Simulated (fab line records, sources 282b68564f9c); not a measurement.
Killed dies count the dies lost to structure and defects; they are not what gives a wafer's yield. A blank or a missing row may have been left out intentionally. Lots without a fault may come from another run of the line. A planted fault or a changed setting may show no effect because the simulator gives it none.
Which tool is to blame? :: flow ritCmos :: 15 lots, 45 wafers sampled, at 1 step of a route of 202

== WHAT EACH GAUGE READ, for each wafer ==
The record holds no reading of a measuring or inspecting step that can be judged against a usual standard deviation.

== WHAT TOOL EACH LOT RAN ON (gives the tool, then ch and the chambers of the sampled wafers, and finally the start) ==
lot: L424
RIT_PSD_HARDBAKE_07: lithoTrack-01 ch 0, day 3 04:00

lot: L425
RIT_PSD_HARDBAKE_07: lithoTrack-01 ch 0, day 3 11:55

lot: L427
RIT_PSD_HARDBAKE_07: lithoTrack-04 ch 0, day 3 20:48

lot: L426
RIT_PSD_HARDBAKE_07: lithoTrack-01 ch 0, day 3 21:04

lot: L428
RIT_PSD_HARDBAKE_07: lithoTrack-01 ch 0, day 3 22:30

lot: L429
RIT_PSD_HARDBAKE_07: lithoTrack-04 ch 0, day 4 02:50

lot: L433
RIT_PSD_HARDBAKE_07: lithoTrack-04 ch 0, day 5 02:37

lot: L434
RIT_PSD_HARDBAKE_07: lithoTrack-01 ch 0, day 5 04:34

lot: L435
RIT_PSD_HARDBAKE_07: lithoTrack-04 ch 0, day 5 11:32

lot: L436
RIT_PSD_HARDBAKE_07: lithoTrack-04 ch 0, day 5 14:41

lot: L438
RIT_PSD_HARDBAKE_07: lithoTrack-02 ch 0, day 5 23:05

lot: L440
RIT_PSD_HARDBAKE_07: lithoTrack-01 ch 0, day 6 08:42

lot: L441
RIT_PSD_HARDBAKE_07: lithoTrack-01 ch 0, day 6 16:31

lot: L445
RIT_PSD_HARDBAKE_07: lithoTrack-02 ch 0, day 7 10:30

lot: L447
RIT_PSD_HARDBAKE_07: lithoTrack-02 ch 0, day 7 19:37
- RIT_PSD_HARDBAKE_07: time 60 s.

== AS READ BY THE TOOLS THEMSELVES (means over the sampled wafers that have a number; for cases with no such wafer, the mark the record gives instead) ==
RIT_PSD_HARDBAKE_07.
lot: L424
tool: lithoTrack-01
heaterPowerTotalW (W): 62.57
plateTempC (C): 140.03

lot: L425
tool: lithoTrack-01
heaterPowerTotalW (W): 62.53
plateTempC (C): 140.14

lot: L427
tool: lithoTrack-04
heaterPowerTotalW (W): 62.58
plateTempC (C): 140.11

lot: L426
tool: lithoTrack-01
heaterPowerTotalW (W): 62.58
plateTempC (C): 140.20

lot: L428
tool: lithoTrack-01
heaterPowerTotalW (W): 62.55
plateTempC (C): 140.23

lot: L429
tool: lithoTrack-04
heaterPowerTotalW (W): 62.57
plateTempC (C): 139.88

lot: L433
tool: lithoTrack-04
heaterPowerTotalW (W): 63.62
plateTempC (C): 141.92

lot: L434
tool: lithoTrack-01
heaterPowerTotalW (W): 62.50
plateTempC (C): 140.01

lot: L435
tool: lithoTrack-04
heaterPowerTotalW (W): 63.66
plateTempC (C): 141.93

lot: L436
tool: lithoTrack-04
heaterPowerTotalW (W): 63.62
plateTempC (C): 142.08

lot: L438
tool: lithoTrack-02
heaterPowerTotalW (W): 62.55
plateTempC (C): 139.93

lot: L440
tool: lithoTrack-01
heaterPowerTotalW (W): 62.57
plateTempC (C): 139.96

lot: L441
tool: lithoTrack-01
heaterPowerTotalW (W): 62.56
plateTempC (C): 139.90

lot: L445
tool: lithoTrack-02
heaterPowerTotalW (W): 62.59
plateTempC (C): 140.20

lot: L447
tool: lithoTrack-02
heaterPowerTotalW (W): 62.49
plateTempC (C): 139.95

== THE ANSWER, worked out from the rows above alone ==
Rule: usual is defined by the lots themselves. The widest of any qualifying gaps counts: lots, ordered by their means at a reading, are off when they make up no more than a third of the lots, leave a main group of 4 or more, and stand apart from it by 3 or more times the standard deviation of that group's means. The tables above print the reading to a certain number of digits; a main group whose means all agree to those digits is not used. Also off: a lot with no number at a reading for which 4 or more lots have one. Any other lot the step has rows for is counted as sound. The gauges are gone through in route order, then the tools' own readings, and for those a lot's mean is taken as printed above. The first step at which some lot is off is used, and at that step the reading that is off furthest; a lot without a number counts as furthest.
Off, at RIT_PSD_HARDBAKE_07 on heaterPowerTotalW: L433, L435, L436. Mean 62.55 W and standard deviation 0.03 in the main group.
A tool fits if, at that step or a process step before it, it ran every lot that is off, and no sound lot after the first of them. One fits: lithoTrack-04 at RIT_PSD_HARDBAKE_07. A fault onset in the window from L429 (day 4 02:50, its last sound lot) to L433 (day 5 02:37, its first lot off) fits.
The tool's own readings at RIT_PSD_HARDBAKE_07 bear it out: on the lots that are off they differ by more than 5 times the standard deviation of the sound lots' means. heaterPowerTotalW reads 63.63 W there against 62.55 W on the sound lots; plateTempC reads 141.98 C there against 140.04 C on the sound lots.

== WHAT HAD BEEN PUT IN BY THE SIMULATOR ==
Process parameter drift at RIT_PSD_HARDBAKE_07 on lithoTrack-04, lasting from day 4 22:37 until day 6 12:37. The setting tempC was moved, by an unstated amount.
Lots struck among those shown: L433, L435, L436. The rule given above showed the same thing.
